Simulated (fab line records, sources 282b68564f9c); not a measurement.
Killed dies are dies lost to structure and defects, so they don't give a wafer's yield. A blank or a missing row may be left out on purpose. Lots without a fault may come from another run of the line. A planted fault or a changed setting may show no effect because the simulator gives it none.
Which tool did it? | flow rit_cmos | 13 lots, 39 wafers sampled, at 3 steps of a route of 202

WHAT THE GAUGES READ, wafer by wafer
RIT_NLDD_TW_MEAS_10. Usual: NLDD_TW 2507, standard deviation 12.
lot  | measured    | on            | NLDD_TW        | flag
L903 | day 3 19:04 | film_metro-02 | 2520 2500 2505 |
L904 | day 4 13:08 | film_metro-02 | 2507 2519 2507 |
L905 | day 4 13:15 | film_metro-03 | 2498 2494 2499 |
L906 | day 4 19:54 | film_metro-03 | 2493 2495 2498 |
L908 | day 4 20:07 | film_metro-01 | 2511 2526 2520 |
L909 | day 5 03:52 | film_metro-03 | 2507 2498 2515 |
L910 | day 5 04:32 | film_metro-02 | 2472 2483 2481 |
L913 | day 6 00:29 | film_metro-03 | 2505 2512 2498 |
L916 | day 6 09:36 | film_metro-03 | 2507 2498 2516 |
L914 | day 6 09:41 | film_metro-01 | 2528 2511 2510 |
L915 | day 6 12:17 | film_metro-01 | 2395 2486 2452 | OFF
L918 | day 6 19:12 | film_metro-03 | 2495 2513 2488 |
L924 | day 7 16:06 | film_metro-01 | 2497 2490 2493 |

RIT_SDANNEAL_RS_MEAS_07: measures by four-point-probe. Usual: NLDD_RS 151.6 ohm/sq, standard deviation 0.53.
lot  | measured    | on            | NLDD_RS (ohm/sq)  | flag
L903 | day 4 03:05 | film_metro-01 | 151.0 150.8 151.9 |
L904 | day 4 21:07 | film_metro-02 | 150.8 151.4 151.0 |
L905 | day 4 21:13 | film_metro-03 | 151.4 151.6 151.9 |
L906 | day 5 04:48 | film_metro-03 | 152.4 151.8 151.6 |
L908 | day 5 05:22 | film_metro-01 | 151.0 151.5 150.9 |
L909 | day 5 18:07 | film_metro-03 | 152.2 152.5 152.4 |
L910 | day 5 18:40 | film_metro-01 | 151.4 151.4 151.6 |
L913 | day 6 09:29 | film_metro-02 | 152.6 151.8 152.2 |
L916 | day 6 18:00 | film_metro-01 | 151.0 151.7 151.2 |
L914 | day 6 18:26 | film_metro-02 | 151.5 152.0 152.6 |
L915 | day 6 20:30 | film_metro-02 | - - -             | OFF
L918 | day 7 03:37 | film_metro-02 | 151.8 151.6 151.8 |
L924 | day 7 23:51 | film_metro-03 | 151.3 151.8 151.1 |

WHICH TOOL RAN EACH LOT (tool, then ch and the chambers of the sampled wafers, then the start)
lot  | RIT_NLDD_IMPLANT_08
L903 | implanter-02 ch 0, day 3 18:45
L904 | implanter-04 ch 0, day 4 12:52
L905 | implanter-03 ch 0, day 4 12:57
L906 | implanter-03 ch 0, day 4 19:34
L908 | implanter-02 ch 0, day 4 19:48
L909 | implanter-02 ch 0, day 5 03:33
L910 | implanter-03 ch 0, day 5 04:12
L913 | implanter-02 ch 0, day 6 00:10
L916 | implanter-03 ch 0, day 6 09:18
L914 | implanter-02 ch 0, day 6 09:22
L915 | implanter-02 ch 0, day 6 11:58
L918 | implanter-04 ch 0, day 6 18:53
L924 | implanter-03 ch 0, day 7 15:49
- RIT_NLDD_IMPLANT_08

WHAT THE TOOLS THEMSELVES READ (means of the sampled wafers that have a number; where no wafer has one, the mark that the record gives instead)
The record holds no such reading with a usual standard deviation.

THE ANSWER, worked out from the rows above alone
Rule: a lot is off if the mean of its wafers that have a number lies more than 3 standard deviations from the usual mean. A lot without any number at a reading at which 4 lots or more have one is off too. The other lots that the step has rows for count as sound. The gauges are gone through in route order, then the tools' own readings, and for those a lot's mean is taken as printed above. The first step at which some lot is off is used, and at that step the reading that is off furthest; a lot without a number counts as furthest.
Off: L915, at RIT_NLDD_TW_MEAS_10 (NLDD_TW).
A tool fits if, at a process step before that reading, it ran every lot that is off, and no sound lot after the first of them. The gauges at RIT_NLDD_TW_MEAS_10 aren't tried: what is off there is off at RIT_SDANNEAL_RS_MEAS_07 too, on other tools, and a gauge's error can't cause that. One fits: implanter-02 at RIT_NLDD_IMPLANT_08. Its last sound lot is L914 (day 6 09:22), its first lot that is off L915 (day 6 11:58): a fault that began between those two fits.

WHAT THE SIMULATOR HAD PUT IN
Process parameter drift: implanter-02, from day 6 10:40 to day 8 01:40, at RIT_NLDD_IMPLANT_08. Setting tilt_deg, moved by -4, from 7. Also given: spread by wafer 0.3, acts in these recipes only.
Lots struck among those shown: L915. The rule above found the same.
